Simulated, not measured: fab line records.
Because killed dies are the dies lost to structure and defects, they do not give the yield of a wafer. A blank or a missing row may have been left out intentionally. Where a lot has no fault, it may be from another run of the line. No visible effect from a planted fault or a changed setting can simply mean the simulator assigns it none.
The same fault as seen by 2 desks | flow berkeley-cmos170 | only its own numbers are on each desk; what lay behind them is given at the end

FOR THE TOOL OWNER'S DESK: rie-diel-03
The tool's own readings at UCB170_V2_ETCH_14 (etches SiO2 in CHF3/CF4/Ar, stops on Al, target depth 1250 nm, time 291 s): means of the sampled wafers that have a number, for each lot that ran on this tool. Any lot whose mean is over 4 standard deviations away from the usual mean is out of limits and marked OUT; that distance is given in the brackets.
Columns: A = CHF3_flow_sccm at UCB170_V2_ETCH_14, usual 45.02 sccm; B = drypump-motor-current-A at UCB170_V2_ETCH_14, usual 5.6 A; C = oes-product-au at UCB170_V2_ETCH_14, usual 0.871 a.u.; D = rf-fwd-power-W at UCB170_V2_ETCH_14, usual 698.0 W; E = throttle-valve-pct at UCB170_V2_ETCH_14, usual 6.97 %
lot  | first seen here | A     | B   | C     | D               | E
L513 | day 8 10:54     | 45.10 | 5.3 | 0.874 | 698.1           | 7.00
L512 | day 8 11:17     | 45.01 | 5.7 | 0.865 | 699.2           | 6.94
L521 | day 9 16:28     | 45.09 | 5.7 | 0.870 | 606.6 (-46) OUT | 6.98
This desk finds L521 out of limits, L521 being first, at day 9 16:28 (rf-fwd-power-W at UCB170_V2_ETCH_14). L513, L512: within limits.

METROLOGY DESK
Lot by lot, what the gauges showed, no matter which tool ran the lot: averages of those sampled wafers that carry a number. Any lot whose mean is over 4 standard deviations away from the usual mean is out of limits and marked OUT; that distance is given in the brackets.
Columns: A = cd-nm at UCB170_V2_CD_MEAS_90, usual 699.5 nm; B = M3_AL_THK at UCB170_M3_THK_MEAS_03, usual 907 nm; C = M3_BOW at UCB170_M3_BOW_MEAS_20, usual 36 um
lot  | first seen here | A     | B   | C
L513 | day 8 11:11     | 697.7 | 893 | 31
L512 | day 8 11:34     | 701.5 | 895 | 41
L516 | day 8 23:02     | 699.5 | 915 | 36
L517 | day 9 00:08     | 698.9 | 889 | 36
L520 | day 9 16:28     | 701.2 | 907 | 26
L521 | day 9 16:44     | 696.5 | 908 | 32
L525 | day 10 23:17    | 700.0 | 897 | 28
L524 | day 10 23:37    | 699.3 | 913 | 35
L529 | day 11 20:41    | 698.8 | 907 | 34
L530 | day 11 21:26    | 699.2 | 910 | 37
L528 | day 11 21:28    | 701.4 | 914 | 35
L531 | day 12 16:32    | 700.8 | 910 | 40
L534 | day 13 04:13    | 698.5 | 923 | 38
Result from this desk: across the 13 lots, nothing is out of limits.

ALL TOGETHER
On L521, at day 9 16:28, an alarm was possible from the tool owner's desk.
Metrology desk: nothing out of limits seen.
The metrology desk holds a record of L521, inside its limits.
The lots listed all ran UCB170_V2_ETCH_14 on rie-diel-03.

WHAT WAS PUT IN BY THE SIMULATOR
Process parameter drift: rie-diel-03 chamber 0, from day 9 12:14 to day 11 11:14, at UCB170_V2_ETCH_14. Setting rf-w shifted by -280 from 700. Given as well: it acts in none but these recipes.
Shown lots that were struck: L521.
Delay in hours, fault start to first out-of-limits reading, by desk: the tool owner's desk at 4.
